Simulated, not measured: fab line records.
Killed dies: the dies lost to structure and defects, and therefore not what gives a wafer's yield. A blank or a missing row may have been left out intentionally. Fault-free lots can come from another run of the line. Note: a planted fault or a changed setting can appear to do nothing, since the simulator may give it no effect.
One fault seen from 2 desks / flow berkeleyCmos170 / each desk has only its own numbers; what lay behind them comes last

## TOOL OWNER'S DESK, furnace-04
The tool's own readings at UCB170_NWELL_OXIDATION_01 (target thk 26.4 nm, ox time 1260 s): means of the sampled wafers that have a number, for each lot that ran on this tool. If a lot's mean is further than 4 standard deviations from the usual mean, the lot is out of limits and carries the mark OUT (the distance appears in the brackets).
Columns: A = tube_center_temp_C_max at UCB170_NWELL_OXIDATION_01, usual 1002.6
lot=L911; first seen here=day 3 12:43; A=1002.8
lot=L912; first seen here=day 3 12:43; A=1002.8
lot=L915; first seen here=day 4 05:38; A=1002.5
lot=L920; first seen here=day 5 04:17; A=1002.1
lot=L923; first seen here=day 5 20:28; A=1002.4
This desk found nothing out of limits on any of the 5 lots.

## METROLOGY DESK
Means of the sampled wafers that have a number, per lot and without regard to the tool the lot ran on: this is what the gauges read. If a lot's mean is further than 4 standard deviations from the usual mean, the lot is out of limits and carries the mark OUT (the distance appears in the brackets).
Columns: A = V2_POLISHED_THK at UCB170_V2_THK_MEAS_04, usual 999.9 nm; B = cdNm at UCB170_M3_CD_MEAS_15, usual 699.7 nm
lot=L905; first seen here=day 8 18:59; A=998.5; B=700.4
lot=L907; first seen here=day 8 20:07; A=1001.1; B=696.3
lot=L908; first seen here=day 8 22:16; A=999.9; B=701.9
lot=L909; first seen here=day 9 13:59; A=1002.5; B=700.3
lot=L911; first seen here=day 10 09:48; A=1000.9; B=700.3
lot=L913; first seen here=day 10 12:07; A=1000.5; B=699.6
lot=L912; first seen here=day 10 12:25; A=999.7; B=699.6
lot=L915; first seen here=day 10 13:55; A=998.6; B=700.5
lot=L916; first seen here=day 10 16:50; A=999.6; B=700.2
lot=L919; first seen here=day 12 09:34; A=1001.4; B=697.9
lot=L920; first seen here=day 12 12:50; A=1001.6; B=700.4
lot=L923; first seen here=day 12 16:25; A=1000.7; B=700.7
lot=L926; first seen here=day 13 10:13; A=1000.2; B=699.6
lot=L927; first seen here=day 13 12:23; A=998.8; B=700.2
This desk found nothing out of limits on any of the 14 lots.

## BROUGHT TOGETHER
The tool owner's desk saw nothing out of limits.
The metrology desk saw nothing out of limits.

## WHAT WAS PUT IN BY THE SIMULATOR
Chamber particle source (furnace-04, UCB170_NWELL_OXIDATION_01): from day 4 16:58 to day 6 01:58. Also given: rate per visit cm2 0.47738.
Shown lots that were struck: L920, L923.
